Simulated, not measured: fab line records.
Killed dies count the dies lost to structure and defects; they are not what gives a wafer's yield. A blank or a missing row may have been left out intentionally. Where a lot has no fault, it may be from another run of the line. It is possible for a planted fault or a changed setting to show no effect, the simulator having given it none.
Which tool is to blame? :: flow berkeley-cmos170 :: 7 lots, 21 wafers sampled, at 2 steps of a route of 331

WHAT THE GAUGES READ, wafer by wafer
UCB170_NLDD_TW_MEAS_11.
lot: L797
measured: day 8 17:38
on: film-metro-04
NLDD_TW: 2232 2234 2236

lot: L798
measured: day 9 02:35
on: film-metro-04
NLDD_TW: 2231 2219 2223

lot: L800
measured: day 9 08:16
on: film-metro-04
NLDD_TW: 2227 2227 2227

lot: L804
measured: day 9 19:46
on: film-metro-02
NLDD_TW: 2206 2199 2208

lot: L808
measured: day 10 12:03
on: film-metro-04
NLDD_TW: 2103 2106 2099

lot: L811
measured: day 11 07:35
on: film-metro-01
NLDD_TW: 2197 2182 2193

lot: L814
measured: day 11 19:29
on: film-metro-01
NLDD_TW: 2052 2058 2072

WHICH TOOL RAN EACH LOT (tool, then ch and the chambers of the sampled wafers, then the start)
lot: L797
UCB170_NLDD_IMPLANT_09: implanter-02 ch 0, day 8 17:23

lot: L798
UCB170_NLDD_IMPLANT_09: implanter-01 ch 0, day 9 02:20

lot: L800
UCB170_NLDD_IMPLANT_09: implanter-04 ch 0, day 9 08:02

lot: L804
UCB170_NLDD_IMPLANT_09: implanter-02 ch 0, day 9 19:32

lot: L808
UCB170_NLDD_IMPLANT_09: implanter-02 ch 0, day 10 11:49

lot: L811
UCB170_NLDD_IMPLANT_09: implanter-04 ch 0, day 11 07:20

lot: L814
UCB170_NLDD_IMPLANT_09: implanter-02 ch 0, day 11 19:16
- UCB170_NLDD_IMPLANT_09

THE ANSWER, worked out from the rows above alone
Rule: the lots themselves supply what counts as usual. Put in order of their means at a reading, lots are off if they are a third of the lots or fewer, leave a main group of 4 or more, and stand apart from it by a gap of 3 or more times the standard deviation of the main group's means; of several such gaps the widest counts. The tables above print the reading to a certain number of digits; a main group whose means all agree to those digits is not used. Also off: a lot with no number at a reading for which 4 or more lots have one. Any other lot the step has rows for is counted as sound.
Off: L808, L814, seen at UCB170_NLDD_TW_MEAS_11 (NLDD_TW). Mean 2216 and standard deviation 16 in the main group.
If a tool, at a process step before that reading, ran all the lots that are off and no sound lot after the first of them, it fits. Those tools and the gauges at UCB170_NLDD_TW_MEAS_11 are tried in the same way. One fits: UCB170_NLDD_IMPLANT_09 on implanter-02. Its last sound lot is L804 (day 9 19:32), its first lot that is off L808 (day 10 11:49): a fault that began between those two fits.

WHAT HAD BEEN PUT IN BY THE SIMULATOR
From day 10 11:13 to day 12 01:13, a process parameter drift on implanter-02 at UCB170_NLDD_IMPLANT_09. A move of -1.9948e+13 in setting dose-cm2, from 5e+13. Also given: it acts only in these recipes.
Lots struck among those shown: L808, L814. Same finding as the rule above.
